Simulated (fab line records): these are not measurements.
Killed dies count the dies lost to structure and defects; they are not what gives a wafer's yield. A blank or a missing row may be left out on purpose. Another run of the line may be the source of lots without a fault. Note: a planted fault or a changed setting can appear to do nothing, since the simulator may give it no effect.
Check for tools in common || flow rit cmos || 13 lots, 45 wafers sampled

== REASON FOR OPENING ==
2 of 13 lots carry a flag on the reading NLDD_TW at RIT_NLDD_TW_MEAS_10. No-fault wafers: 2497, standard deviation 18.
Rule: a lot gets a flag if all its wafers with a number sit over 4 standard deviations from that mean, or if no wafer of it has a number. The rest of the lots are taken to be sound.

{"lot": "L548", "measured": "day 3 00:38", "on": "film metro-03", "NLDD_TW, wafer by wafer": "2465 2472 2467", "flag": ""}
{"lot": "L549", "measured": "day 3 00:54", "on": "film metro-01", "NLDD_TW, wafer by wafer": "2490 2496 2494", "flag": ""}
{"lot": "L550", "measured": "day 3 08:55", "on": "film metro-04", "NLDD_TW, wafer by wafer": "2519 2527 2519", "flag": ""}
{"lot": "L551", "measured": "day 3 11:26", "on": "film metro-03", "NLDD_TW, wafer by wafer": "2489 2489 2464", "flag": ""}
{"lot": "L555", "measured": "day 4 11:04", "on": "film metro-03", "NLDD_TW, wafer by wafer": "2475 2467 2489", "flag": ""}
{"lot": "L556", "measured": "day 4 18:44", "on": "film metro-04", "NLDD_TW, wafer by wafer": "2384 2382 2386 2385 2380 2371", "flag": "FLAGGED"}
{"lot": "L558", "measured": "day 5 00:22", "on": "film metro-04", "NLDD_TW, wafer by wafer": "2391 2403 2406 2421 2403 2409", "flag": "FLAGGED"}
{"lot": "L560", "measured": "day 5 12:01", "on": "film metro-01", "NLDD_TW, wafer by wafer": "2506 2503 2504", "flag": ""}
{"lot": "L564", "measured": "day 6 05:20", "on": "film metro-03", "NLDD_TW, wafer by wafer": "2496 2495 2496", "flag": ""}
{"lot": "L565", "measured": "day 6 10:42", "on": "film metro-04", "NLDD_TW, wafer by wafer": "2515 2520 2512", "flag": ""}
{"lot": "L568", "measured": "day 7 04:07", "on": "film metro-01", "NLDD_TW, wafer by wafer": "2493 2489 2506", "flag": ""}
{"lot": "L570", "measured": "day 7 23:36", "on": "film metro-04", "NLDD_TW, wafer by wafer": "2516 2516 2520", "flag": ""}
{"lot": "L571", "measured": "day 8 04:25", "on": "film metro-04", "NLDD_TW, wafer by wafer": "2520 2507 2519", "flag": ""}
On average the flagged lots' numbers are 2393, which is -104 against the usual, or -6 standard deviations.

== EACH LOT AND THE TOOL IT RAN ON ==
The record keeps 1 process step preceding the reading, out of 202 steps on the route. In each cell: the tool, then ch and the chambers that the sampled wafers went through, then the start.
{"lot": "L548", "flag": "", "RIT_NLDD_IMPLANT_08": "implanter-04 ch 0, day 3 00:19"}
{"lot": "L549", "flag": "", "RIT_NLDD_IMPLANT_08": "implanter-02 ch 0, day 3 00:35"}
{"lot": "L550", "flag": "", "RIT_NLDD_IMPLANT_08": "implanter-03 ch 0, day 3 08:38"}
{"lot": "L551", "flag": "", "RIT_NLDD_IMPLANT_08": "implanter-02 ch 0, day 3 11:07"}
{"lot": "L555", "flag": "", "RIT_NLDD_IMPLANT_08": "implanter-02 ch 0, day 4 10:44"}
{"lot": "L556", "flag": "FLAGGED", "RIT_NLDD_IMPLANT_08": "implanter-04 ch 0, day 4 18:27"}
{"lot": "L558", "flag": "FLAGGED", "RIT_NLDD_IMPLANT_08": "implanter-04 ch 0, day 5 00:03"}
{"lot": "L560", "flag": "", "RIT_NLDD_IMPLANT_08": "implanter-02 ch 0, day 5 11:43"}
{"lot": "L564", "flag": "", "RIT_NLDD_IMPLANT_08": "implanter-02 ch 0, day 6 05:01"}
{"lot": "L565", "flag": "", "RIT_NLDD_IMPLANT_08": "implanter-02 ch 0, day 6 10:22"}
{"lot": "L568", "flag": "", "RIT_NLDD_IMPLANT_08": "implanter-03 ch 0, day 7 03:49"}
{"lot": "L570", "flag": "", "RIT_NLDD_IMPLANT_08": "implanter-02 ch 0, day 7 23:16"}
{"lot": "L571", "flag": "", "RIT_NLDD_IMPLANT_08": "implanter-02 ch 0, day 8 04:05"}
What the steps here do:
- RIT_NLDD_IMPLANT_08
- RIT_NLDD_TW_MEAS_10

== FLAGGED AGAINST TOTAL, ONE TOOL AT A TIME (gauges that did the reading follow at the end) ==
{"step": "RIT_NLDD_IMPLANT_08", "tool": "implanter-02", "lots run": 8, "flagged": 0, "share of the flagged lots": "none", "sound lots run after its first flagged lot": "-"}
{"step": "RIT_NLDD_IMPLANT_08", "tool": "implanter-03", "lots run": 2, "flagged": 0, "share of the flagged lots": "none", "sound lots run after its first flagged lot": "-"}
{"step": "RIT_NLDD_IMPLANT_08", "tool": "implanter-04", "lots run": 3, "flagged": 2, "share of the flagged lots": "all", "sound lots run after its first flagged lot": 0}
{"step": "RIT_NLDD_TW_MEAS_10", "tool": "film metro-01", "lots run": 3, "flagged": 0, "share of the flagged lots": "none", "sound lots run after its first flagged lot": "-"}
{"step": "RIT_NLDD_TW_MEAS_10", "tool": "film metro-03", "lots run": 4, "flagged": 0, "share of the flagged lots": "none", "sound lots run after its first flagged lot": "-"}
{"step": "RIT_NLDD_TW_MEAS_10", "tool": "film metro-04", "lots run": 6, "flagged": 2, "share of the flagged lots": "all", "sound lots run after its first flagged lot": "3 (L565,L570,L571)"}

== THE TABLE: WHAT IT ALLOWS ==
2 rows of the table ran every flagged lot: implanter-04 at RIT_NLDD_IMPLANT_08, film metro-04 at RIT_NLDD_TW_MEAS_10.
- implanter-04 at RIT_NLDD_IMPLANT_08: 2 of its 3 lots flagged. It ran its last sound lot, L548, at day 3 00:19 and its first flagged lot, L556, at day 4 18:27: a fault with its onset between the two fits. Its own readings lie more than 4 standard deviations out on every wafer of the flagged lots: beam energy keV.
- film metro-04 at RIT_NLDD_TW_MEAS_10: 2 of its 6 lots flagged. Sound lots ran on it after the first flagged one (L565, L570, L571), which a lasting fault on the whole tool wouldn't allow.
What remains is a single tool, implanter-04 at RIT_NLDD_IMPLANT_08.

== WHAT WAS PUT IN BY THE SIMULATOR ==
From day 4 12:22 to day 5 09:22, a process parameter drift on implanter-04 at RIT_NLDD_IMPLANT_08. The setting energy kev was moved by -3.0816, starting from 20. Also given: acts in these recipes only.
Shown lots that were struck: L556, L558. Same finding as the rule above.
